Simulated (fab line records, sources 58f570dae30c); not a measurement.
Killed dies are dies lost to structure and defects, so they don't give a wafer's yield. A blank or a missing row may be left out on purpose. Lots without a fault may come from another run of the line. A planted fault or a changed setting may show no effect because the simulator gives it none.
fab line records | flow berkeley_cmos170
record lots=5 wafers=23
route steps=331 shown NWELL@18 PWELL@39 ACTIVE@68 PFIELD@86 NVT@105 PVT@116
start_h: hours from the record's first day to the start of the lot's first wafer shown | wait_h: hours since the lot's step before | " the same as in the row above | L1.1+2: a row that stands for several wafers | - no value, or no start given | * or withheld: withheld | < > ~ a bound
route shown NAME@n: a module of which the file shows steps, and the number in the route of the first | usual: mean/standard deviation of fault-free wafers | same: alike in all rows | chamber/n: place in a boat | sites: the reading at each site | _std_site: their standard deviation | _edge_site: outer sites' mean less inner sites' | radius_mm: how far each site lies from the wafer's centre | mask NAME#n: copy n | behind: the tool/chamber that last shaped the wafer | hold: why the lot was held/for how many hours/how that ended | device: the transistor (n, p or np) that didn't switch | end of line: the same wafers' tests at the end of the route | a step without rows: its recipe alone | killed: dies lost to structure and defects at the first sort, not the wafer's yield | map: a wafer's dies, x killed, . not, _ none there
set.NAME: the setting as run; set.NAME@STEP: as run at that earlier step | model.NAME: the simulator's own value behind a step, which no gauge read
lots whose settings were changed on purpose; a table a step, a row a wafer
## steps
# step UCB170_NWELL_CVD_04
# recipe material=Si3N4 target_thk_nm=224 temp_c=800 precursor=SiH2Cl2/NH3 time_s=3360 pressure_mtorr=200 sih2cl2_flow_sccm=25 nh3_flow_sccm=75
# columns lot.wafer tool chamber start_h wait_h set.pressure_mtorr model.Si3N4_of_NWELL_CVD_04.thk_nm
L077.1 lpcvd-01 0 49.80 0.0 200 224.5
L077.3 " 0 " " 200 226
L077.6 " 0 " " 200 225.6
L078.1 - - - 0.0 228.9 233.2
L078.2 " - " " 228.9 235.3
L078.3 " - " " 228.9 232.6
L078.5 " - " " 228.9 232.1
L078.6 " - " " 228.9 230.7
L079.1 - - - 0.0 223 230.5
L079.2 " - " " 223 230.8
L079.3 " - " " 223 230.4
L079.4 " - " " 223 231.1
L079.6 " - " " 223 229.7
L081.1 - - - 0.0 226.9 234.3
L081.3 " - " " 226.9 233.9
L081.4 " - " " 226.9 234.2
L081.5 " - " " 226.9 235.2
L081.6 " - " " 226.9 234
L083.1 - - - 0.7 188.5 218.3
L083.3 " - " " 188.5 218.1
L083.4 " - " " 188.5 219
L083.5 " - " " 188.5 219.6
L083.6 " - " " 188.5 218.5
# step UCB170_NWELL_THK_MEAS_05
# recipe reads=Si3N4_of_NWELL_CVD_04
# usual NWELL_NITRIDE_THK=224.4/1.7
# columns lot.wafer tool chamber start_h wait_h set.pressure_mtorr@NWELL_CVD_04 NWELL_NITRIDE_THK[nm]
L077.1 film_metro-02 - 51.73 0.0 200 224.5
L077.3 " - " " 200 225.9
L077.6 " - " " 200 225.5
L078.1 film_metro-04 - - - 228.9 233.3
L078.2 " - " " 228.9 235.3
L078.3 " - " " 228.9 232.6
L078.5 " - " " 228.9 232.2
L078.6 " - " " 228.9 230.8
L079.1 film_metro-04 - - - 223 230.4
L079.2 " - " " 223 230.8
L079.3 " - " " 223 230.1
L079.4 " - " " 223 231.1
L079.6 " - " " 223 229.7
L081.1 film_metro-03 - - - 226.9 234.5
L081.3 " - " " 226.9 234.0
L081.4 " - " " 226.9 234.2
L081.5 " - " " 226.9 235.1
L081.6 " - " " 226.9 234.0
L083.1 film_metro-04 - - - 188.5 218.4
L083.3 " - " " 188.5 218.1
L083.4 " - " " 188.5 218.9
L083.5 " - " " 188.5 219.4
L083.6 " - " " 188.5 218.7
# step UCB170_NWELL_DEVELOP_11
# recipe developer=TMAH develop_time_s=45 resist=KrF dev_temp_c=21
# columns lot.wafer tool chamber start_h wait_h set.dev_temp_c
L077.1+3+6 litho_track-03 0 - - 21
L078.1+6 litho_track-02 0 - - 21
L078.2+3+5 " 0 " " 22.38
L079.1+4+6 litho_track-02 0 - - 21
L079.2+3 " 0 " " 24.7
L081.1+5+6 litho_track-03 0 - - 22.57
L081.3+4 " 0 " " 21
L083.1+3+4 litho_track-03 0 - - 21
L083.5+6 " 0 " " 18.2
# step UCB170_NWELL_ETCH_13
# recipe chemistry=CH3F/Ar/O2 target=Si3N4 stop_on=SiO2 CH3F_flow_sccm=20 Ar_flow_sccm=50 O2_flow_sccm=7 pressure_mtorr=50 rf_w=450 target_depth_a=2464 over_etch_frac=0.1 time_s=154
# columns lot.wafer tool chamber start_h wait_h set.pressure_mtorr@NWELL_CVD_04 model.etch.depth_nm
L077.1 rie_diel-04 0 52.67 0.0 200 224.5
L077.3 " 3 " " 200 226
L077.6 " 1 " " 200 225.6
L078.1+3+5+6 rie_diel-03 0,3,0,3 52.79 0.0 228.9 -
L078.2 " 2 " " 228.9 235.3
L079.1 rie_diel-02 2 58.27 0.0 223 230.5
L079.2 " 0 " " 223 230.8
L079.3 " 3 " " 223 230.4
L079.4 " 1 " " 223 231.1
L079.6 " 1 " " 223 229.7
L081.1 rie_diel-02 1 66.56 0.0 226.9 234.3
L081.3 " 3 " " 226.9 233.9
L081.4 " 0 " " 226.9 234.2
L081.5 " 3 " " 226.9 235.2
L081.6 " 0 " " 226.9 234
L083.1 rie_diel-04 0 75.08 0.0 188.5 218.3
L083.3+4+6 " 1,1,0 " " 188.5 -
L083.5 " 3 " " 188.5 219.6
# step UCB170_PWELL_CVD_05
# recipe material=Si3N4 target_thk_nm=220 temp_c=800 precursor=SiH2Cl2/NH3 time_s=3300 pressure_mtorr=200 sih2cl2_flow_sccm=25 nh3_flow_sccm=75
# columns lot.wafer tool chamber start_h wait_h set.pressure_mtorr model.Si3N4_of_PWELL_CVD_05.thk_nm
L077.1 lpcvd-01 1 64.32 0.0 200 221.4
L077.3 " 1 " " 200 219.5
L077.6 " 1 " " 200 220.3
L078.1 - - - 0.0 170.7 210.6
L078.2 " - " " 170.7 210.9
L078.3 " - " " 170.7 210.2
L078.5 " - " " 170.7 208.6
L078.6 " - " " 170.7 209.7
L079.1+3 - - - 0.0 219.8 224.4
L079.2 " - " " 219.8 225
L079.4 " - " " 219.8 223.3
L079.6 " - " " 219.8 224.5
L081.1 - - - 0.0 220.3 227.9
L081.3 " - " " 220.3 226.8
L081.4 " - " " 220.3 228.5
L081.5 " - " " 220.3 226.5
L081.6 " - " " 220.3 227.3
L083.1 - - - 0.1 224.3 229.6
L083.3 " - " " 224.3 232.2
L083.4 " - " " 224.3 231.7
L083.5 " - " " 224.3 231.2
L083.6 " - " " 224.3 229.7
# step UCB170_PWELL_THK_MEAS_06
# recipe reads=Si3N4_of_PWELL_CVD_05
# usual PWELL_NITRIDE_THK=220.4/2
# columns lot.wafer tool chamber start_h wait_h set.pressure_mtorr@PWELL_CVD_05 PWELL_NITRIDE_THK[nm]
L077.1 film_metro-01 - 66.24 0.0 200 221.6
L077.3 " - " " 200 219.5
L077.6 " - " " 200 220.2
L078.1 film_metro-03 - - - 170.7 210.7
L078.2 " - " " 170.7 210.9
L078.3 " - " " 170.7 210.2
L078.5 " - " " 170.7 208.6
L078.6 " - " " 170.7 209.8
L079.1 film_metro-03 - - - 219.8 224.5
L079.2 " - " " 219.8 224.9
L079.3 " - " " 219.8 224.2
L079.4 " - " " 219.8 223.2
L079.6 " - " " 219.8 224.4
L081.1 film_metro-03 - - - 220.3 228.0
L081.3 " - " " 220.3 226.7
L081.4 " - " " 220.3 228.4
L081.5 " - " " 220.3 226.7
L081.6 " - " " 220.3 227.3
L083.1 film_metro-03 - - - 224.3 229.7
L083.3 " - " " 224.3 232.1
L083.4 " - " " 224.3 231.6
L083.5 " - " " 224.3 231.3
L083.6 " - " " 224.3 229.5
# step UCB170_PWELL_IMPLANT_15
# recipe species=B dose_cm2=5e+12 energy_kev=60 tilt_deg=7
# columns lot.wafer tool chamber start_h wait_h set.energy_kev model.implant.drp_nm model.implant.rp_nm
L078.1+2+6 implanter-02 0 68.38 0.1 58.09 63.59 187.8
L078.3+5 " 0 " " 60 64.7 193.5
L077.1+3+6 implanter-01 0 68.66 0.1 60 64.7 186.1
L079.1+2+4 implanter-01 0 72.20 0.1 60 64.7 185.6
L079.3+6 " 0 " " 60.92 65.22 188.5
L081.1+4+6 implanter-03 0 85.94 0.1 62.16 65.91 195.1
L081.3+5 " 0 " " 60 64.7 187.1
L083.1+3+6 implanter-03 0 92.89 0.1 58.5 63.83 193.6
L083.4+5 " 0 " " 60 64.7 198.2
# step UCB170_ACTIVE_COAT_08
# recipe resist=KrF spin_rpm=1500 resist_thk_nm=900
# columns lot.wafer tool chamber start_h wait_h set.resist_thk_nm model.KrF_of_ACTIVE_COAT_08.thk_nm
L078.1 litho_track-04 0 100.90 0.1 856.7 855.5
L078.2 " 0 " " 900 899.7
L078.3 " 0 " " 856.7 855.9
L078.5 " 0 " " 900 895.7
L078.6 " 0 " " 900 900.3
L077.1 litho_track-02 0 100.92 0.1 900 902
L077.3 " 0 " " 900 897.6
L077.6 " 0 " " 900 901.8
L079.1 litho_track-01 0 101.00 0.1 900 894.9
L079.2 " 0 " " 870.9 867.8
L079.3 " 0 " " 900 897.2
L079.4 " 0 " " 870.9 866.9
L079.6 " 0 " " 900 897.4
L081.1 litho_track-01 0 108.89 0.1 876.6 877.7
L081.3 " 0 " " 900 900.3
L081.4 " 0 " " 876.6 876.7
L081.5 " 0 " " 900 899.1
L081.6 " 0 " " 900 900.2
L083.1 litho_track-04 0 116.37 0.1 900 896.3
L083.3 " 0 " " 900 898.6
L083.4 " 0 " " 928.2 927.2
L083.5 " 0 " " 900 898.3
L083.6 " 0 " " 928.2 925.3
# step UCB170_ACTIVE_ETCH_15
# recipe chemistry=CH3F/Ar/O2 target=Si3N4 stop_on=SiO2 CH3F_flow_sccm=20 Ar_flow_sccm=50 O2_flow_sccm=7 pressure_mtorr=50 rf_w=450 target_depth_a=2420 over_etch_frac=0.1 time_s=151
# columns lot.wafer tool chamber start_h wait_h set.rf_w set.resist_thk_nm@ACTIVE_COAT_08 model.KrF_of_ACTIVE_COAT_08.thk_nm
L078.1 rie_diel-02 3 102.63 0.0 479.5 856.7 676
L078.2 " 1 " " 450 900 721.4
L078.3 " 2 " " 450 856.7 680.6
L078.5 " 1 " " 479.5 900 711.2
L078.6 " 2 " " 450 900 724.5
L077.1 rie_diel-01 3 102.82 0.0 450 900 723.3
L077.3 " 2 " " 450 900 723.5
L077.6 " 3 " " 450 900 723.9
L079.1 rie_diel-04 3 103.10 0.0 450 900 722.2
L079.2 " 1 " " 450 870.9 696.7
L079.3 " 0 " " 450 900 725.4
L079.4 " 0 " " 450 870.9 695.7
L079.6 " 1 " " 450 900 724.1
L081.1 rie_diel-02 0 110.65 0.0 450 876.6 703.8
L081.3 " 2 " " 450 900 723.7
L081.4 " 3 " " 450 876.6 701.5
L081.5 " 2 " " 450 900 722.7
L081.6 " 1 " " 450 900 720
L083.1 rie_diel-01 0 117.79 0.0 450 900 724.4
L083.3 " 2 " " 396.2 900 731.2
L083.4 " 3 " " 396.2 928.2 759
L083.5 " 2 " " 396.2 900 731.4
L083.6 " 1 " " 450 928.2 753.6
# step UCB170_ACTIVE_STRIP_16
# recipe chemistry=O2 power_w=400 pressure_mtorr=3500 platen_temp_c=withheld o2_flow_sccm=400 overash_fraction=0.5
# usual strip_time_to_endpoint_s=18.10/0.095
# columns lot.wafer tool chamber start_h wait_h set.resist_thk_nm@ACTIVE_COAT_08 strip_time_to_endpoint_s
L078.1 plasma_asher-02 1 102.73 0.1 856.7 16.93
L078.2 " 0 " " 900 18.03
L078.3 " 0 " " 856.7 17.05
L078.5 " 0 " " 900 17.76
L078.6 " 1 " " 900 18.08
L077.1 plasma_asher-03 0 102.92 0.1 900 18.07
L077.3 " 1 " " 900 18.07
L077.6 " 0 " " 900 18.07
L079.1 plasma_asher-02 0 103.20 0.1 900 18.03
L079.2 " 1 " " 870.9 17.41
L079.3 " 0 " " 900 18.10
L079.4 " 1 " " 870.9 17.38
L079.6 " 1 " " 900 18.08
L081.1 plasma_asher-02 0 110.75 0.1 876.6 17.60
L081.3 " 1 " " 900 18.06
L081.4 " 0 " " 876.6 17.52
L081.5 " 0 " " 900 18.05
L081.6 " 1 " " 900 17.97
L083.1 plasma_asher-03 1 117.89 0.1 900 18.10
L083.3 " 1 " " 900 18.25
L083.4 " 0 " " 928.2 18.91
L083.5 " 0 " " 900 18.25
L083.6 " 1 " " 928.2 18.78
# step UCB170_PFIELD_IMPLANT_07
# recipe species=B dose_cm2=2e+13 energy_kev=80 tilt_deg=7
# columns lot.wafer tool chamber start_h wait_h set.energy_kev model.implant.drp_nm
L078.1+2 implanter-03 0 105.31 0.0 81.43 75.49
L078.3+5+6 " 0 " " 80 74.86
L077.1+3+6 implanter-04 0 105.59 0.0 80 74.86
L079.1+2+3+4+6 implanter-03 0 105.86 0.0 80 74.86
L081.1+3+4 implanter-04 0 112.53 0.0 80 74.86
L081.5+6 " 0 " " 78.31 74.09
L083.1+3+4+5+6 implanter-03 0 120.52 0.0 80 74.86
# step UCB170_NVT_COAT_01
# recipe resist=KrF spin_rpm=1500 resist_thk_nm=900
# columns lot.wafer tool chamber start_h wait_h set.resist_thk_nm model.KrF_of_NVT_COAT_01.thk_nm
L077.1 litho_track-04 0 132.87 0.1 900 898
L077.3 " 0 " " 900 900.6
L077.6 " 0 " " 900 900
L078.1 litho_track-02 0 132.88 0.1 900 899.5
L078.2 " 0 " " 864.8 866.6
L078.3 " 0 " " 864.8 866.2
L078.5 " 0 " " 864.8 865
L078.6 " 0 " " 900 902.4
L079.1+4 litho_track-03 0 133.09 0.1 900 903.3
L079.2 " 0 " " 900 902.4
L079.3 " 0 " " 900 901.7
L079.6 " 0 " " 900 902.8
L081.1 litho_track-03 0 140.00 0.1 900 904.1
L081.3 " 0 " " 900 900.5
L081.4 " 0 " " 857.4 860.3
L081.5 " 0 " " 857.4 857.9
L081.6 " 0 " " 857.4 858.6
L083.1 litho_track-04 0 147.20 0.1 900 904.6
L083.3 " 0 " " 900 901.7
L083.4 " 0 " " 900 901.1
L083.5+6 " 0 " " 900 905
# step UCB170_NVT_SOFTBAKE_02
# recipe resist=KrF temp_c=130 time_s=60
# step UCB170_NVT_EXPOSE_03
# recipe mask_id=PWELL target_cd_nm=3000 na=0.5 sigma_outer=0.6 source_shape=conventional dose_mj=30
# step UCB170_NVT_IMPLANT_07
# recipe species=BF2 dose_cm2=3e+12 energy_kev=50 tilt_deg=7
# step UCB170_NVT_STRIP_08
# recipe chemistry=O2 power_w=400 pressure_mtorr=3500 platen_temp_c=withheld o2_flow_sccm=400 overash_fraction=0.5
# usual strip_time_to_endpoint_s=21.63/0.06
# columns lot.wafer tool chamber start_h wait_h set.resist_thk_nm@NVT_COAT_01 strip_time_to_endpoint_s
L077.1 plasma_asher-03 0 134.30 0.1 900 21.57
L077.3 " 1 " " 900 21.63
L077.6 " 0 " " 900 21.63
L078.1 plasma_asher-01 0 134.35 0.1 900 21.63
L078.2 " 1 " " 864.8 20.84
L078.3 " 0 " " 864.8 20.84
L078.5 " 0 " " 864.8 20.77
L078.6 " 1 " " 900 21.69
L079.1 plasma_asher-04 0 134.36 0.1 900 21.71
L079.2 " 1 " " 900 21.69
L079.3 " 1 " " 900 21.66
L079.4 " 0 " " 900 21.69
L079.6 " 0 " " 900 21.69
L081.1 plasma_asher-03 0 141.04 0.1 900 21.71
L081.3 " 0 " " 900 21.65
L081.4 " 1 " " 857.4 20.66
L081.5 " 1 " " 857.4 20.63
L081.6 " 0 " " 857.4 20.64
L083.1 plasma_asher-04 1 148.51 0.1 900 21.74
L083.3 " 0 " " 900 21.67
L083.4 " 1 " " 900 21.64
L083.5 " 1 " " 900 21.73
L083.6 " 0 " " 900 21.76
# step UCB170_PVT_COAT_01
# recipe resist=KrF spin_rpm=1500 resist_thk_nm=900
# columns lot.wafer tool chamber start_h wait_h set.spin_rpm model.KrF_of_PVT_COAT_01.thk_nm
L077.1 litho_track-03 0 135.02 0.1 1500 901.1
L077.3 " 0 " " 1500 902.3
L077.6 " 0 " " 1500 901.6
L078.1+5 litho_track-01 0 135.25 0.1 1500 901.5
L078.2 " 0 " " 1448 918.5
L078.3 " 0 " " 1448 915.7
L078.6 " 0 " " 1500 899.1
L079.1 litho_track-03 0 135.47 0.1 1500 899.1
L079.2 " 0 " " 1500 898.2
L079.3 " 0 " " 1500 898.8
L079.4 " 0 " " 1500 897.1
L079.6 " 0 " " 1500 896.3
L081.1 litho_track-01 0 141.85 0.1 1434 920
L081.3 " 0 " " 1434 921.5
L081.4 " 0 " " 1500 900.4
L081.5 " 0 " " 1434 920.3
L081.6 " 0 " " 1500 902.2
L083.1 litho_track-01 0 149.57 0.1 1605 873.5
L083.3 " 0 " " 1500 900.4
L083.4 " 0 " " 1500 900.2
L083.5 " 0 " " 1605 871.5
L083.6 " 0 " " 1500 904.1
# step UCB170_PVT_IMPLANT_07
# recipe species=P dose_cm2=2e+12 energy_kev=30 tilt_deg=7
# columns lot.wafer tool chamber start_h wait_h set.dose_cm2
L077.1+3+6 implanter-01 0 136.14 0.0 2e+12
L078.1+3+6 implanter-04 0 136.41 0.0 1.881e+12
L078.2+5 " 0 " " 2e+12
L079.1+2+3 implanter-01 0 136.58 0.0 2e+12
L079.4+6 " 0 " " 1.915e+12
L081.1+5 implanter-01 0 142.70 0.0 2e+12
L081.3+4+6 " 0 " " 1.874e+12
L083.1+4 implanter-04 0 150.91 0.0 2.145e+12
L083.3+5+6 " 0 " " 2e+12
# step UCB170_PVT_STRIP_08
# recipe chemistry=O2 power_w=400 pressure_mtorr=3500 platen_temp_c=withheld o2_flow_sccm=400 overash_fraction=0.5
# usual strip_time_to_endpoint_s=21.64/0.065
# columns lot.wafer tool chamber start_h wait_h set.spin_rpm@PVT_COAT_01 strip_time_to_endpoint_s
L077.1 plasma_asher-01 0 136.29 0.1 1500 21.65
L077.3 " 1 " " 1500 21.69
L077.6 " 0 " " 1500 21.67
L078.1 plasma_asher-02 0 136.56 0.1 1500 21.66
L078.2 " 1 " " 1448 22.07
L078.3 " 0 " " 1448 22.03
L078.5 " 1 " " 1500 21.66
L078.6 " 0 " " 1500 21.61
L079.1 plasma_asher-04 0 136.73 0.1 1500 21.62
L079.2 " 1 " " 1500 21.57
L079.3 " 0 " " 1500 21.59
L079.4 " 1 " " 1500 21.58
L079.6 " 1 " " 1500 21.53
L081.1 plasma_asher-04 1 142.85 0.1 1434 22.11
L081.3 " 1 " " 1434 22.14
L081.4 " 0 " " 1500 21.64
L081.5 " 1 " " 1434 22.12
L081.6 " 0 " " 1500 21.68
L083.1 plasma_asher-04 1 151.06 0.1 1605 20.98
L083.3 " 1 " " 1500 21.63
L083.4 " 0 " " 1500 21.63
L083.5 " 0 " " 1605 20.95
L083.6 " 1 " " 1500 21.71
# step UCB170_PVT_TW_MEAS_09
# usual PVT_TW=505/5.5
# columns lot.wafer tool chamber start_h wait_h set.dose_cm2@PVT_IMPLANT_07 PVT_TW
L077.1 film_metro-03 - 136.39 0.1 2e+12 502
L077.3 " - " " 2e+12 502
L077.6 " - " " 2e+12 503
L078.1 film_metro-04 - 136.66 0.1 1.881e+12 493
L078.2 " - " " 2e+12 501
L078.3 " - " " 1.881e+12 492
L078.5 " - " " 2e+12 502
L078.6 " - " " 1.881e+12 493
L079.1 film_metro-03 - 136.83 0.1 2e+12 504
L079.2 " - " " 2e+12 499
L079.3 " - " " 2e+12 501
L079.4 " - " " 1.915e+12 496
L079.6 " - " " 1.915e+12 493
L081.1 film_metro-04 - 142.95 0.1 2e+12 501
L081.3 " - " " 1.874e+12 489
L081.4 " - " " 1.874e+12 494
L081.5 " - " " 2e+12 503
L081.6 " - " " 1.874e+12 493
L083.1 film_metro-01 - 151.16 0.1 2.145e+12 522
L083.3 " - " " 2e+12 511
L083.4 " - " " 2.145e+12 523
L083.5 " - " " 2e+12 508
L083.6 " - " " 2e+12 509
## key
split step=UCB170_NWELL_CVD_04 setting=pressure_mtorr stated=200 by=lot
response step=UCB170_NWELL_CVD_04 reading=model.Si3N4_of_NWELL_CVD_04.thk_nm change=+0.7 per=1% r=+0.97
response step=UCB170_NWELL_THK_MEAS_05 reading=NWELL_NITRIDE_THK change=+0.702 per=1% r=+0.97
response step=UCB170_NWELL_ETCH_13 reading=model.etch.depth_nm change=+0.701 per=1% r=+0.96
split step=UCB170_NWELL_DEVELOP_11 setting=dev_temp_c stated=21 by=wafer
response none clear
split step=UCB170_PWELL_CVD_05 setting=pressure_mtorr stated=200 by=lot
response step=UCB170_PWELL_CVD_05 reading=model.Si3N4_of_PWELL_CVD_05.thk_nm change=+0.7 per=1% r=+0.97
response step=UCB170_PWELL_THK_MEAS_06 reading=PWELL_NITRIDE_THK change=+0.697 per=1% r=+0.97
split step=UCB170_PWELL_IMPLANT_15 setting=energy_kev stated=60 by=wafer
response step=UCB170_PWELL_IMPLANT_15 reading=model.implant.drp_nm change=+0.343 per=1% r=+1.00
response step=UCB170_PWELL_IMPLANT_15 reading=model.implant.rp_nm change=+1.98 per=1% r=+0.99
split step=UCB170_ACTIVE_COAT_08 setting=resist_thk_nm stated=900 by=wafer
response step=UCB170_ACTIVE_COAT_08 reading=model.KrF_of_ACTIVE_COAT_08.thk_nm change=+8.95 per=1% r=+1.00
response step=UCB170_ACTIVE_ETCH_15 reading=model.KrF_of_ACTIVE_COAT_08.thk_nm change=+8.41 per=1% r=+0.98
response step=UCB170_ACTIVE_STRIP_16 reading=strip_time_to_endpoint_s change=* per=1% r=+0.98
split step=UCB170_ACTIVE_ETCH_15 setting=rf_w stated=450 by=wafer
response none clear
split step=UCB170_PFIELD_IMPLANT_07 setting=energy_kev stated=80 by=wafer
response step=UCB170_PFIELD_IMPLANT_07 reading=model.implant.drp_nm change=+0.359 per=1% r=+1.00
split step=UCB170_NVT_COAT_01 setting=resist_thk_nm stated=900 by=wafer
response step=UCB170_NVT_COAT_01 reading=model.KrF_of_NVT_COAT_01.thk_nm change=+9.08 per=1% r=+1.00
response step=UCB170_NVT_STRIP_08 reading=strip_time_to_endpoint_s change=* per=1% r=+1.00
split step=UCB170_PVT_COAT_01 setting=spin_rpm stated=1500 by=wafer
response step=UCB170_PVT_COAT_01 reading=model.KrF_of_PVT_COAT_01.thk_nm change=-4.3 per=1% r=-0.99
response step=UCB170_PVT_STRIP_08 reading=strip_time_to_endpoint_s change=* per=1% r=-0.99
split step=UCB170_PVT_IMPLANT_07 setting=dose_cm2 stated=2e+12 by=wafer
response step=UCB170_PVT_TW_MEAS_09 reading=PVT_TW change=+1.67 per=1% r=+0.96
